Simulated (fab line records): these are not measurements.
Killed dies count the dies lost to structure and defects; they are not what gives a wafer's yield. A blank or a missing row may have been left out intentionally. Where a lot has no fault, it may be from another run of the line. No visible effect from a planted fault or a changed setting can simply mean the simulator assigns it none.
A single fault, viewed from 2 desks	flow berkeley cmos170	every desk sees just its own numbers, and what lay behind them comes last

## FROM THE METROLOGY DESK
What the gauges read for every lot (on any tool): the sampled wafers with a number, averaged. Marked OUT: a lot whose mean sits more than 4 standard deviations from the usual mean, which makes it out of limits; the brackets give that distance.
Columns: A = START_OXIDE_THK at UCB170_START_THK_MEAS_03, usual 18.0 nm
lot	first seen here	A
L358	day 1 14:49	17.9
L360	day 1 23:23	17.8
L361	day 2 06:13	17.7
L362	day 2 09:02	17.8
L364	day 2 20:50	18.2
L365	day 3 02:28	17.8
L367	day 3 10:55	17.6
L371	day 4 09:58	18.2
L373	day 4 16:43	18.0
L375	day 5 01:05	17.9
L376	day 5 08:25	17.9
L377	day 5 14:20	18.5
L380	day 6 02:36	18.2
L381	day 6 08:48	18.0
This desk found nothing out of limits on any of the 14 lots.

## FOR THE TOOL OWNER'S DESK: plasma asher-03
The tool's own readings at UCB170_ZERO_STRIP_07 (strips in O2): means of the sampled wafers that have a number, for each lot that ran on this tool. Marked OUT: a lot whose mean sits more than 4 standard deviations from the usual mean, which makes it out of limits; the brackets give that distance.
Columns: A = drypump motor current A at UCB170_ZERO_STRIP_07, usual 5.52 A; B = o2 flow sccm at UCB170_ZERO_STRIP_07, usual 399.9 sccm; C = oes product au at UCB170_ZERO_STRIP_07, usual 0.727 a.u.; D = strip time to endpoint s at UCB170_ZERO_STRIP_07, usual 21.46 s
lot	first seen here	A	B	C	D
L360	day 2 04:37	5.74	397.7	0.723	21.55
L362	day 2 14:25	5.79	398.6	0.726	21.51
L364	day 3 02:13	5.74	399.0	0.727	21.47
L365	day 3 08:50	5.73	398.9	0.725	21.42
L367	day 3 16:05	5.80	401.2	0.724	21.43
L371	day 4 15:06	5.82	201.4 (-99 or more) OUT	0.663 (-16) OUT	24.62 (+52) OUT
L373	day 4 21:26	5.72	200.4 (-99 or more) OUT	0.668 (-15) OUT	24.47 (+49) OUT
This desk finds L371, L373 out of limits, L371 being first, at day 4 15:06 (o2 flow sccm at UCB170_ZERO_STRIP_07). In limits: L360, L362, L364, L365, L367.

## BROUGHT TOGETHER
An alarm could have come from the tool owner's desk at day 4 15:06, on L371, L373.
Nothing out of limits was seen by the metrology desk.
The metrology desk holds a record of L371, L373, inside its limits.
All the named lots went through UCB170_ZERO_STRIP_07 on plasma asher-03.

## WHAT WAS PUT IN BY THE SIMULATOR
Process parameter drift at UCB170_ZERO_STRIP_07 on plasma asher-03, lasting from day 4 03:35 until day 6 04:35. The setting o2 flow sccm was moved by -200, starting from 400. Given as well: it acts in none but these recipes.
Shown lots that were struck: L371, L373.
Each desk's first reading out of limits, in hours after the fault started: the tool owner's desk, 12.
